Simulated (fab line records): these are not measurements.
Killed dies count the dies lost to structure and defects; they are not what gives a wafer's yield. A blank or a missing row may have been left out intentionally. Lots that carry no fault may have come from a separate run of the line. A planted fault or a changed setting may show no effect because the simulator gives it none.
8D (eight disciplines) problem report, filled in by code ; flow berkeley_cmos170 ; the parts of the form that need people (team, actions taken, sign-off) are left out

1. THE ISSUE
run_length_s at UCB170_V2_SOFTBAKE_08 reads a mean of 97.76 s on 9 wafers of 3 lots; wafers without a fault read 89.12 s with a standard deviation of 0.14. Measured from the usual mean, that is +62 standard deviations.
The step: time 60 s.
Earliest sighting: wafer L717.3 on litho_track-04 at day 11 13:46. The record holds 45 wafers of 15 lots with a number at this step. The rule behind "out" and "out of limits": a value lying over 4 standard deviations away from the usual mean. Any other wafer with a number is counted as sound.

2. WHAT IT IS, AND WHAT IT ISN'T
question;is;is not
which readings at this step;run_length_s;exhaust_pa, plate_temp_C
which lots;L715, L717, L718;L700, L701, L702, L704, L705, L706, L707, L708, L710, L719, L721, L723
which wafers of those lots;all that have a number;-
read on which tools;litho_track-04;litho_track-02, litho_track-03
when;from day 11 13:46;"up to then (27 sound wafers); but 9 sound wafers of L719, L721, L723 came after"

3. WHAT RULES OUT EACH SUSPECT
Counting: a tool stays on the suspect list if, at a process step up to the reading, it processed all lots that are out and no sound lot following the first of them.
- litho_track-04 at UCB170_V2_SOFTBAKE_08 (time 60 s): kept. All lots that are out passed through it, beginning with L717 at day 11 13:46, and no sound lot followed; its final sound lot before that point was L707 at day 9 18:28. Its own readings are out on those wafers: run_length_s.
After counting, what remains is litho_track-04 at UCB170_V2_SOFTBAKE_08.

4. THE CAUSE (what the simulator had put in)
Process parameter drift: litho_track-04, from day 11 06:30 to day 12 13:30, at UCB170_V2_SOFTBAKE_08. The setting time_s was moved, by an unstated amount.
Only this tool survived the counting.

5. SEQUENCE OF EFFECTS, ordered by route
Each row: a reading where the mean over the struck wafers with a number is more than 3 standard deviations away from the usual. Only readings whose record carries a usual standard deviation are examined. hours: median over the lots of the time between each lot's start at the first step of this table that gives one and its start at this step. sigmas: the change, counted in usual standard deviations.
hours;step;reading;usual;on struck wafers;change;sigmas
0;UCB170_V2_SOFTBAKE_08;run_length_s;89.12 s;97.76;+8.64;+62
Its process steps:
- UCB170_V2_SOFTBAKE_08: time 60 s.

6. WHAT WOULD HAVE CAUGHT IT SOONER
First out-of-limits reading in this record: day 11 13:46, which is 7 hours after fault onset at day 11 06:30.
